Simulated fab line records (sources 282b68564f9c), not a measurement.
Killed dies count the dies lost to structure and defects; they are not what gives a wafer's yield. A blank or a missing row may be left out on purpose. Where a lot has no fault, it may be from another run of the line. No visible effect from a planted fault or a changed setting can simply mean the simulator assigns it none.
The same fault as seen by 2 desks ; flow rit_cmos ; each desk has only its own numbers; what lay behind them comes last

== TOOL OWNER'S DESK, plasma_asher-02 ==
The tool's own readings at RIT_PSD_STRIP_09 (strips in O2, time 180 s): means of the sampled wafers that have a number, for each lot that ran on this tool. Any lot whose mean is over 4 standard deviations away from the usual mean is out of limits and marked OUT; that distance is given in the brackets.
Columns: A = chamber_pressure_mTorr at RIT_PSD_STRIP_09, usual 4000 mTorr; B = drypump_motor_current_A at RIT_PSD_STRIP_09, usual 5.5 A; C = rf_refl_power_W at RIT_PSD_STRIP_09, usual 6.0 W
lot;first seen here;A;B;C
L446;day 4 18:58;4002;5.2;5.8
L459;day 7 05:38;3999;5.3;5.9
Finding of this desk: none of the 2 lots has anything out of limits.

== THE METROLOGY DESK ==
Means of the sampled wafers that have a number, per lot and without regard to the tool the lot ran on: this is what the gauges read. Any lot whose mean is over 4 standard deviations away from the usual mean is out of limits and marked OUT; that distance is given in the brackets.
Columns: A = NSD_TW at RIT_NSD_TW_MEAS_10, usual 3093; B = PSD_OVL at RIT_PSD_OVL_MEAS_06, usual 0.4 nm; C = PSD_TW at RIT_PSD_TW_MEAS_10, usual 3403
lot;first seen here;A;B;C
L446;day 4 17:42;3066;0.2;3418
L452;day 5 19:22;3057;-0.6;3405
L455;day 6 07:46;3067;0.3;3438
L456;day 6 15:34;3122;-0.8;3361
L459;day 7 04:16;3088;1.6;3383
L461;day 7 14:56;3069;0.9;3392
Finding of this desk: none of the 6 lots has anything out of limits.

== ALL TOGETHER ==
The desk of the tool owner found nothing out of limits.
The metrology desk saw nothing out of limits.

== WHAT THE SIMULATOR PUT IN ==
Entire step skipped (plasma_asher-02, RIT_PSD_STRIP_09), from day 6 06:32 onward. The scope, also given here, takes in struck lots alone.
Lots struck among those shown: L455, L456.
